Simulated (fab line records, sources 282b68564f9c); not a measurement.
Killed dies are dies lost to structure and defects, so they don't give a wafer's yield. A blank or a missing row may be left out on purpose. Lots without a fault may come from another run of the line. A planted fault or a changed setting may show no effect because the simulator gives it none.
Tool commonality check | flow rit_cmos | 16 lots, 48 wafers sampled

WHY IT WAS OPENED
At RIT_NLDD_OVL_MEAS_06 the reading NLDD_OVL is flagged on 4 of 16 lots. Wafers without a fault read -0.2 nm, standard deviation 1.1.
Rule: a lot is flagged when every wafer of it that has a number lies more than 4 standard deviations from that mean, or none has a number. The other lots count as sound.

lot  | measured    | on         | NLDD_OVL (nm), wafer by wafer | flag
L273 | day 2 18:54 | overlay-02 | 1.1 1.3 2.4                   |
L274 | day 2 22:53 | overlay-01 | -1.5 -1.5 -0.7                |
L275 | day 3 02:48 | overlay-02 | -0.3 0.2 -0.3                 |
L276 | day 3 08:56 | overlay-01 | -1.3 1.0 1.1                  |
L278 | day 3 19:45 | overlay-02 | -0.1 -1.1 0.6                 |
L279 | day 3 23:44 | overlay-01 | -0.7 -1.4 -1.4                |
L283 | day 4 23:25 | overlay-02 | -2.1 -1.0 -0.3                |
L284 | day 5 00:58 | overlay-02 | 1.0 -0.9 0.2                  |
L285 | day 5 06:38 | overlay-01 | -149.8 -149.6 -148.9          | FLAGGED
L286 | day 5 13:07 | overlay-02 | -150.0 -148.3 -150.6          | FLAGGED
L288 | day 5 21:09 | overlay-01 | -150.9 -150.3 -151.7          | FLAGGED
L287 | day 5 21:22 | overlay-02 | 1.1 1.3 0.8                   |
L289 | day 6 03:26 | overlay-01 | -152.1 -149.8 -152.0          | FLAGGED
L292 | day 6 16:26 | overlay-02 | -0.8 -1.5 -0.9                |
L293 | day 6 20:41 | overlay-02 | -0.7 -0.6 -0.1                |
L295 | day 7 08:22 | overlay-02 | -1.1 1.0 -0.8                 |
The numbers of the flagged lots are -150.3 nm on average: -150.1 nm against the usual, or -99 or more standard deviations.

WHICH TOOL RAN EACH LOT
The record holds 1 process step before the reading, out of a route of 202 steps. In each cell: the tool, then ch and the chambers that the sampled wafers went through, then the start.
lot  | flag    | RIT_NLDD_EXPOSE_03
L273 |         | iline_stepper-02 ch 0, day 2 18:31
L274 |         | iline_stepper-02 ch 0, day 2 22:29
L275 |         | iline_stepper-01 ch 0, day 3 02:24
L276 |         | iline_stepper-02 ch 0, day 3 08:32
L278 |         | iline_stepper-02 ch 0, day 3 19:22
L279 |         | iline_stepper-01 ch 0, day 3 23:21
L283 |         | iline_stepper-01 ch 0, day 4 23:02
L284 |         | iline_stepper-02 ch 0, day 5 00:34
L285 | FLAGGED | iline_stepper-01 ch 0, day 5 06:14
L286 | FLAGGED | iline_stepper-01 ch 0, day 5 12:44
L288 | FLAGGED | iline_stepper-01 ch 0, day 5 20:37
L287 |         | iline_stepper-02 ch 0, day 5 20:51
L289 | FLAGGED | iline_stepper-01 ch 0, day 6 03:02
L292 |         | iline_stepper-02 ch 0, day 6 16:02
L293 |         | iline_stepper-02 ch 0, day 6 20:17
L295 |         | iline_stepper-02 ch 0, day 7 07:58
What these steps do:
- RIT_NLDD_EXPOSE_03: exposes mask M7, target cd 40700 nm.
- RIT_NLDD_OVL_MEAS_06

FLAGGED OVER TOTAL, TOOL BY TOOL (the gauges that took the reading come last)
step                 | tool             | lots run | flagged | share of the flagged lots | sound lots run after its first flagged lot
RIT_NLDD_EXPOSE_03   | iline_stepper-01 | 7        | 4       | all                       | 0
RIT_NLDD_EXPOSE_03   | iline_stepper-02 | 9        | 0       | none                      | -
RIT_NLDD_OVL_MEAS_06 | overlay-01       | 6        | 3       | some                      | 0
RIT_NLDD_OVL_MEAS_06 | overlay-02       | 10       | 1       | some                      | 4 (L287,L292,L293,L295)

WHAT THE TABLE ALLOWS
1 row of the table ran every flagged lot: iline_stepper-01 at RIT_NLDD_EXPOSE_03.
- iline_stepper-01 at RIT_NLDD_EXPOSE_03: 4 of its 7 lots flagged. Its last sound lot is L283 (day 4 23:02), its first flagged lot L285 (day 5 06:14): a fault that began between those two fits.
One tool is left: iline_stepper-01 at RIT_NLDD_EXPOSE_03.

WHAT THE SIMULATOR HAD PUT IN
Scanner matching overlay: iline_stepper-01, from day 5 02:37 on, at RIT_NLDD_EXPOSE_03. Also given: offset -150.
Lots struck among those shown: L285, L286, L288, L289. The rule above found the same.
